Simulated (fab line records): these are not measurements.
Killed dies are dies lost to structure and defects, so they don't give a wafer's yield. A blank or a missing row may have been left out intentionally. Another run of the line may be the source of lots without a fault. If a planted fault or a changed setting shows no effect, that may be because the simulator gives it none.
Split-lot trial -- flow rit_cmos -- 23 wafers read from 5 lots, route of 202 steps

== SPLIT DETAILS ==
At RIT_SPACER_ETCHBACK_05 (etches Si3N4 in SF6/CHF3, stops on SiO2, target depth 250 nm, time 240 s), the setting time_s was moved away from the recipe's 240 s on 8 of the 23 wafers read, by -13.3% to -6.3%. For the rest of the wafers, this setting stayed at what the recipe calls for.

The split's own step is where the reading is taken.

== THE READING ==
oes_product_au, in a.u., at RIT_SPACER_ETCHBACK_05 (etches Si3N4 in SF6/CHF3, stops on SiO2, target depth 250 nm, time 240 s). Typical for fault-free wafers on this fab line: 0.846 a.u., with standard deviation 0.012 a.u.

wafer,"tool, chamber at the split","time_s as run, s",against the recipe,"oes_product_au, a.u.",against lot-mates on the recipe
L074.1,"rie_diel-04, 3",240,recipe,0.861,-
L074.2,"rie_diel-04, 0",240,recipe,0.850,-
L074.3,"rie_diel-04, 2",216.9,-9.6%,0.906,+0.053
L074.5,"rie_diel-04, 2",216.9,-9.6%,0.909,+0.056
L074.6,"rie_diel-04, 3",240,recipe,0.847,-
L076.1,"rie_diel-02, 1",240,recipe,0.862,-
L076.3,"rie_diel-02, 2",240,recipe,0.828,-
L076.6,"rie_diel-02, 0",240,recipe,0.836,-
L077.1,"rie_diel-03, 1",208.2,-13.3%,0.910,+0.072
L077.2,"rie_diel-03, 3",240,recipe,0.836,-
L077.4,"rie_diel-03, 3",240,recipe,0.841,-
L077.5,"rie_diel-03, 1",208.2,-13.3%,0.913,+0.075
L077.6,"rie_diel-03, 2",208.2,-13.3%,0.941,+0.102
L079.1,"rie_diel-04, 0",240,recipe,0.853,-
L079.2,"rie_diel-04, 2",224.9,-6.3%,0.866,+0.011
L079.4,"rie_diel-04, 3",240,recipe,0.858,-
L079.5,"rie_diel-04, 2",224.9,-6.3%,0.880,+0.025
L079.6,"rie_diel-04, 3",224.9,-6.3%,0.888,+0.033
L081.2,"rie_diel-02, 1",240,recipe,0.867,-
L081.3,"rie_diel-02, 3",240,recipe,0.841,-
L081.4,"rie_diel-02, 0",240,recipe,0.839,-
L081.5,"rie_diel-02, 2",240,recipe,0.824,-
L081.6,"rie_diel-02, 1",240,recipe,0.861,-

FIT RESULTS
A straight line over all 23 wafers: oes_product_au changes by -0.00569 a.u. for each +1% of time_s; r = -0.92; the points scatter about the line by 0.013 a.u.
The same after taking each lot's own level away (the mean of its wafers on the recipe; 23 wafers): -0.00588 a.u. for each +1%; r = -0.92; scatter 0.013 a.u.
Per that fit: largest time_s move, reading shift of 0.078 a.u.
From 0.8385 to 0.8555 a.u.: that is the span of the lots' own levels, equal to 1.4 times the standard deviation above.
The two slopes agree, so the slope changes little with the lot-to-lot level.
Check: +0.0778 a.u. against its lot-mates is what the line predicts for one of the wafers moved furthest among these (-13.3%) when that wafer is left out of the fit. It came out at +0.0715 a.u. against them.
Tool readings at the split's step, against how far the setting was moved: oes_product_au r = -0.92.

== ADDITIONAL SPLITS CARRIED BY THESE WAFERS ==
Note: prior to the reading, these wafers also went through further splits. Each is held against what the fit with the lots' levels taken away leaves over:
other split on the same wafers,wafers away from the commonest value,r with oes_product_au (lot level and that fit taken away)
RIT_ACTIVE_COAT_06 resist_thk_nm,8,-0.01
RIT_ACTIVE_DEVELOP_10 develop_time_s,11,-0.10
RIT_ACTIVE_ETCH_13 rf_w,11,+0.13
RIT_NWELL_IMPLANT_08 dose_cm2,8,+0.15
RIT_NRETRO_IMPLANT_08 energy_kev,7,-0.23
RIT_PRETRO_IMPLANT_08 dose_cm2,10,+0.13
RIT_GATE_CVD_08 pressure_mtorr,18,-0.30
RIT_NLDD_COAT_01 resist_thk_nm,11,+0.11
RIT_NLDD_DEVELOP_05 develop_time_s,2,+0.08

== THE WHOLE CHAIN: every reading that the file lists as answering this split, in the file's order ==
step,what it does,reading,change (the file's fit),r (the file's)
RIT_SPACER_ETCHBACK_05,"etches Si3N4 in SF6/CHF3, stops on SiO2, target depth 250 nm, time 240 s",oes_product_au,-0.00575 a.u. for each +1% of the setting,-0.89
RIT_SPACER_ETCHBACK_05,"etches Si3N4 in SF6/CHF3, stops on SiO2, target depth 250 nm, time 240 s","poly-Si_of_GATE_CVD_08.thk_nm (the simulator's own value, which no gauge read)",-0.884 nm for each +1% of the setting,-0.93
RIT_SPACER_ETCHBACK_05,"etches Si3N4 in SF6/CHF3, stops on SiO2, target depth 250 nm, time 240 s","Si3N4_of_SPACER_CVD_03.thk_nm (the simulator's own value, which no gauge read)",-0.613 nm for each +1% of the setting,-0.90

== FILE'S OWN FIT ==
oes_product_au changes by -0.00575 a.u. for each +1% of time_s, r = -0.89.
